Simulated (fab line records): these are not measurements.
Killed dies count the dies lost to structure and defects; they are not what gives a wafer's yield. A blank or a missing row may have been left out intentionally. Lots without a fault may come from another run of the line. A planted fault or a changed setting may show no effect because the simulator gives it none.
The same fault as seen by 2 desks | flow berkeley-cmos170 | numbers are kept per desk, each desk with only its own; the story behind them comes last

AT THE TOOL OWNER'S DESK: pecvd-03
The tool's own readings at UCB170_V2_CVD_00 (deposits SiO2 from TEOS/O2, target thk 2000 nm, time 250 s): means of the sampled wafers that have a number, for each lot that ran on this tool. Any lot whose mean is over 4 standard deviations away from the usual mean is out of limits and marked OUT; that distance is given in the brackets.
Columns: A = heater-power-w at UCB170_V2_CVD_00, usual 269 W
lot  | first seen here | A
L512 | day 8 05:32     | 284
L515 | day 8 14:12     | 283
L521 | day 10 03:13    | 283
L523 | day 10 11:04    | 316
This desk's finding: nothing out of limits on any of the 4 lots.

AT THE METROLOGY DESK
What the gauges read, lot by lot, whatever tool the lot ran on: means of the sampled wafers that have a number. Any lot whose mean is over 4 standard deviations away from the usual mean is out of limits and marked OUT; that distance is given in the brackets.
Columns: A = V1_BOW at UCB170_V1_BOW_MEAS_03, usual 19 um; B = V2_TEOS_THK at UCB170_V2_THK_MEAS_01, usual 1988 nm
lot  | first seen here | A  | B
L512 | day 8 00:34     | 21 | 1985
L514 | day 8 05:02     | 14 | 1980
L515 | day 8 09:07     | 14 | 1968
L521 | day 9 19:51     | 17 | 2904 (+33) OUT
L523 | day 10 06:05    | 15 | 2008
L524 | day 10 06:18    | 14 | 2014
L525 | day 10 15:13    | 22 | 2014
L528 | day 11 06:48    | 13 | 2012
L526 | day 11 07:22    | 24 | 2002
L530 | day 11 14:14    | 22 | 1972
L531 | day 11 21:46    | 22 | 1972
L533 | day 11 21:47    | 25 | 1992
L534 | day 12 06:17    | 17 | 1983
This desk's finding: out of limits on L521; first on L521, day 10 03:23 (V2_TEOS_THK at UCB170_V2_THK_MEAS_01). Within limits: L512, L514, L515, L523, L524, L525, L528, L526, L530, L531, L533, L534.

BROUGHT TOGETHER
Metrology desk: alarm possible at day 10 03:23 on L521.
The desk of the tool owner found nothing out of limits.
The tool owner's desk has L521 on record, within its limits.
Every lot named ran UCB170_V2_CVD_00 on pecvd-03.

WHAT THE SIMULATOR PUT IN
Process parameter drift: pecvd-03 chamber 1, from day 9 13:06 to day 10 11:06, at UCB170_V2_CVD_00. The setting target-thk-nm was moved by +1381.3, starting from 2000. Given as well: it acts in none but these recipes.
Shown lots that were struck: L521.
Hours from the fault's start to each desk's first reading out of limits: the metrology desk, 14.
